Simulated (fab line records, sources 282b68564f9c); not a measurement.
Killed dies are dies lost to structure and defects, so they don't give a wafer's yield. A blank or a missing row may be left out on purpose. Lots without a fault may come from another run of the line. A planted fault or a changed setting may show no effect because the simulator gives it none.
A struck lot beside a sound one | flow rit_cmos | 17 steps out of a route of 202
Sound: wafers L353.1, L353.3, L353.4. Struck: wafers L358.4, L358.5, L358.6. The cause comes at the end.
At each step with rows: each side's tool, then ch and its chambers, then its first start. Under that, the readings that differ: sound wafers | struck wafers | difference of the means | sigmas: that difference in standard deviations of wafers without a fault.
alike: readings whose means differ by less than 2 such deviations, and words and numbers that are the same on both sides. not compared: withheld readings, readings that some wafer has no value for, bounds like >300 that may hide the same value, and numbers for which the record gives no deviation and whose values overlap.
The two part at a step that has a row with sigmas, a row that says differs or no value, or rows on one side only. Numbers that don't overlap but have no deviation are shown without sigmas and don't part them. A reading that every wafer of one side lacks parts them only if that side has two wafers or more.

first, 4 steps without rows for these wafers: RIT_NWELL_SOFTBAKE_02 (time 60 s); RIT_NWELL_EXPOSE_03 (exposes mask M2, target cd 43900 nm); RIT_NWELL_PEB_04; RIT_NWELL_DEVELOP_05 (develop time 68 s).
RIT_NWELL_OVL_MEAS_06:
  sound on overlay-01, day 3 09:44; struck on overlay-01, day 4 09:34
  alike: NWELL_OVL
then, 2 steps without rows for these wafers: RIT_NWELL_HARDBAKE_07 (time 120 s); RIT_NWELL_IMPLANT_08.
RIT_NWELL_STRIP_09: strips in O2, time 180 s.
  sound on plasma_asher-04 ch 0,1, day 3 10:10; struck on plasma_asher-04 ch 0,1, day 4 10:03
  alike: drypump_motor_current_A, o2_flow_sccm, rf_refl_power_W
  not compared: rf_hours_counter_h
RIT_NWELL_TW_MEAS_10:
  sound on film_metro-02, day 3 10:20; struck on film_metro-02, day 4 10:11
  alike: NWELL_TW
then, 3 steps without rows for these wafers: RIT_PWELL_HMDS_00 (prime time 60 s); RIT_PWELL_COAT_01 (resist thk 1300 nm); RIT_PWELL_SOFTBAKE_02 (time 60 s).
RIT_PWELL_EXPOSE_03: exposes mask M3, target cd 43700 nm.
  sound on iline_stepper-02 ch 0, day 3 10:59; struck on iline_stepper-01 ch 0, day 4 11:06
  reading                       | sound             | struck            | difference | sigmas
  model.PWELL.overlay_x_nm (nm) | 0.218 0.218 0.218 | 357.8 357.8 357.8 | +357.6     |
  alike: mask
then, 2 steps without rows for these wafers: RIT_PWELL_PEB_04; RIT_PWELL_DEVELOP_05 (develop time 68 s).
RIT_PWELL_OVL_MEAS_06:
  sound on overlay-02, day 3 11:25; struck on overlay-02, day 4 11:48
  reading        | sound          | struck            | difference | sigmas
  PWELL_OVL (nm) | -1.1 -0.5 -0.5 | 359.2 358.9 359.5 | +359.9     | +99 or more
  not compared: hold
RIT_M1_PROBE_99:
  the record has rows for the sound wafers here (prober-02, day 5 01:01) and none for the struck ones

WHERE THEY PART
First at RIT_PWELL_OVL_MEAS_06; last, within this record, at RIT_M1_PROBE_99.

WHY: what the simulator had put in
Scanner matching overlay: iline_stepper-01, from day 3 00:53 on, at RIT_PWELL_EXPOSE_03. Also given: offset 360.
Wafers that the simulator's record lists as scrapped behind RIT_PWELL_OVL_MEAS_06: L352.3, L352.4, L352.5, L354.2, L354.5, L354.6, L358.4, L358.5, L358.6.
